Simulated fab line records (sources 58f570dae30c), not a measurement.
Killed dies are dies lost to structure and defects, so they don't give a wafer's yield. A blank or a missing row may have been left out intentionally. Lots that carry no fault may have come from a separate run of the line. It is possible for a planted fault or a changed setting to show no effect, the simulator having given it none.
Which of the tools did it? ; flow berkeley_cmos170 ; Sampling: 14 lots, 42 wafers, 4 of 331 route steps

== WHAT THE GAUGES SHOWED, per wafer ==
UCB170_PFIELD_TW_MEAS_09. Usual: PFIELD_TW 592, standard deviation 4.5.
lot;measured;on;PFIELD_TW;flag
L872;day 4 03:32;film_metro-03;595 597 598;
L873;day 4 14:54;film_metro-04;599 604 600;
L874;day 4 15:06;film_metro-01;590 591 589;
L875;day 5 01:17;film_metro-03;595 596 597;
L876;day 5 11:40;film_metro-01;588 592 592;
L877;day 5 14:11;film_metro-04;592 593 593;
L878;day 5 14:34;film_metro-03;597 596 595;
L880;day 6 08:53;film_metro-03;592 595 594;
L881;day 6 17:01;film_metro-01;588 593 588;
L887;day 7 10:41;film_metro-01;593 589 589;
L888;day 7 14:04;film_metro-01;593 588 590;
L889;day 7 23:50;film_metro-01;476 475 478;OFF
L891;day 8 10:43;film_metro-01;477 478 475;OFF
L895;day 9 03:10;film_metro-04;596 597 601;

UCB170_PVT_TW_MEAS_09. Usual: PVT_TW 505.3, standard deviation 2.9.
lot;measured;on;PVT_TW;flag
L872;day 5 07:07;film_metro-04;501.2 502.4 503.7;
L873;day 5 17:32;film_metro-03;502.1 503.6 501.8;
L874;day 5 17:49;film_metro-04;501.2 502.2 504.5;
L875;day 6 07:22;film_metro-02;507.3 505.2 505.9;
L876;day 6 17:01;film_metro-03;503.4 505.1 503.6;
L877;day 6 17:22;film_metro-03;502.8 502.7 499.4;
L878;day 6 17:37;film_metro-03;501.3 501.0 502.0;
L880;day 7 16:29;film_metro-03;500.8 504.1 501.8;
L881;day 8 04:43;film_metro-03;505.6 504.1 504.2;
L887;day 8 23:59;film_metro-04;506.2 504.5 508.7;
L888;day 9 02:21;film_metro-02;509.2 508.3 507.7;
L889;day 9 10:23;film_metro-03;508.0 504.6 505.7;
L891;day 9 21:47;film_metro-04;506.0 503.6 506.2;
L895;day 10 08:18;film_metro-02;504.5 505.1 505.5;

UCB170_PLDD_CD_MEAS_06: the cd target is 1200 nm. Usual: cd_nm reads 1200.2 nm (standard deviation 1.5).
lot;measured;on;cd_nm (nm);flag
L872;day 5 17:11;cd_sem-02;1200.8 1201.5 1201.1;
L873;day 6 06:49;cd_sem-02;1201.4 1200.1 1200.4;
L874;day 6 06:33;cd_sem-02;1202.1 1201.3 1200.6;
L875;day 6 20:26;cd_sem-02;1201.2 1200.6 1200.7;
L876;day 7 08:49;cd_sem-02;1199.1 1199.7 1199.6;
L877;day 7 09:01;cd_sem-02;1201.3 1200.9 1201.3;
L878;day 7 09:17;cd_sem-01;1200.1 1199.2 1199.6;
L880;day 8 07:46;cd_sem-02;1200.0 1199.8 1202.9;
L881;day 8 18:15;cd_sem-02;1200.4 1202.7 1200.5;
L887;day 9 16:04;cd_sem-01;1199.4 1197.8 1198.6;
L888;day 9 17:30;cd_sem-02;1201.8 1203.4 1203.5;
L889;day 9 22:52;cd_sem-01;1198.7 1199.4 1199.2;
L891;day 10 10:15;cd_sem-02;1201.8 1202.3 1201.2;
L895;day 11 01:05;cd_sem-01;1201.5 1202.3 1202.5;

== EACH LOT AND THE TOOL THAT RAN IT (in order: tool; ch and the chambers of the sampled wafers; start) ==
lot;UCB170_PFIELD_IMPLANT_07
L872;implanter-01 ch 0, day 4 03:17
L873;implanter-03 ch 0, day 4 14:39
L874;implanter-01 ch 0, day 4 14:51
L875;implanter-03 ch 0, day 5 01:02
L876;implanter-04 ch 0, day 5 11:25
L877;implanter-01 ch 0, day 5 13:56
L878;implanter-04 ch 0, day 5 14:20
L880;implanter-03 ch 0, day 6 08:38
L881;implanter-01 ch 0, day 6 16:46
L887;implanter-03 ch 0, day 7 10:27
L888;implanter-01 ch 0, day 7 13:52
L889;implanter-01 ch 0, day 7 23:35
L891;implanter-01 ch 0, day 8 10:29
L895;implanter-04 ch 0, day 9 02:57
- UCB170_PFIELD_IMPLANT_07

== WHAT THE TOOLS THEMSELVES READ (means of the sampled wafers that have a number; where no wafer has one, the mark that the record gives instead) ==
UCB170_PFIELD_IMPLANT_07. Usual: dose_ions_cm2 2.0007e+13, standard deviation 2.3e+10; faraday_current_uA 63.3, standard deviation 1.3.
lot;tool;dose_ions_cm2;faraday_current_uA;flag
L872;implanter-01;2.0020e+13;62.6;
L873;implanter-03;1.9997e+13;64.3;
L874;implanter-01;2.0014e+13;63.7;
L875;implanter-03;2.0008e+13;63.1;
L876;implanter-04;2.0020e+13;63.4;
L877;implanter-01;2.0009e+13;62.6;
L878;implanter-04;1.9992e+13;63.6;
L880;implanter-03;1.9996e+13;65.0;
L881;implanter-01;2.0020e+13;61.8;
L887;implanter-03;2.0026e+13;63.8;
L888;implanter-01;2.0010e+13;63.2;
L889;implanter-01;1.0171e+13;32.0;OFF
L891;implanter-01;1.0162e+13;32.5;OFF
L895;implanter-04;2.0002e+13;64.2;

== THE ANSWER, worked out from the rows above alone ==
Rule: a lot counts as off when the mean over its wafers that have a number is more than 3 standard deviations away from the usual mean. A lot without any number at a reading at which 4 lots or more have one is off too. The other lots that the step has rows for count as sound. Order of review: gauges by route order, followed by the tools' own readings, for which a lot's mean as printed above is used. At the first step where some lot is off, the reading lying furthest off is the one used; lots without a number count as furthest.
Off: at UCB170_PFIELD_TW_MEAS_09 (PFIELD_TW), L889, L891.
If a tool, at a process step before that reading, ran all the lots that are off and no sound lot after the first of them, it fits. Not tried: the gauges at UCB170_PFIELD_TW_MEAS_09; whatever is off there is also off at UCB170_PFIELD_IMPLANT_07, on other tools, and gauge error can't account for it. One candidate fits, namely implanter-01 at UCB170_PFIELD_IMPLANT_07. A fault onset in the window from L888 (day 7 13:52, its last sound lot) to L889 (day 7 23:35, its first lot off) fits.
The tool's own readings at UCB170_PFIELD_IMPLANT_07 bear it out: on the lots that are off they differ by more than 5 times the standard deviation of the sound lots' means. dose_ions_cm2 reads 1.0166e+13 there against 2.0010e+13 on the sound lots; faraday_current_uA reads 32.2 there against 63.4 on the sound lots.

== WHAT HAD BEEN PUT IN BY THE SIMULATOR ==
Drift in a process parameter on implanter-01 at UCB170_PFIELD_IMPLANT_07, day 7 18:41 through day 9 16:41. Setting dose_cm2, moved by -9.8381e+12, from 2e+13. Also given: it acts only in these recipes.
Shown lots that were struck: L889, L891. The same result came from the rule above.
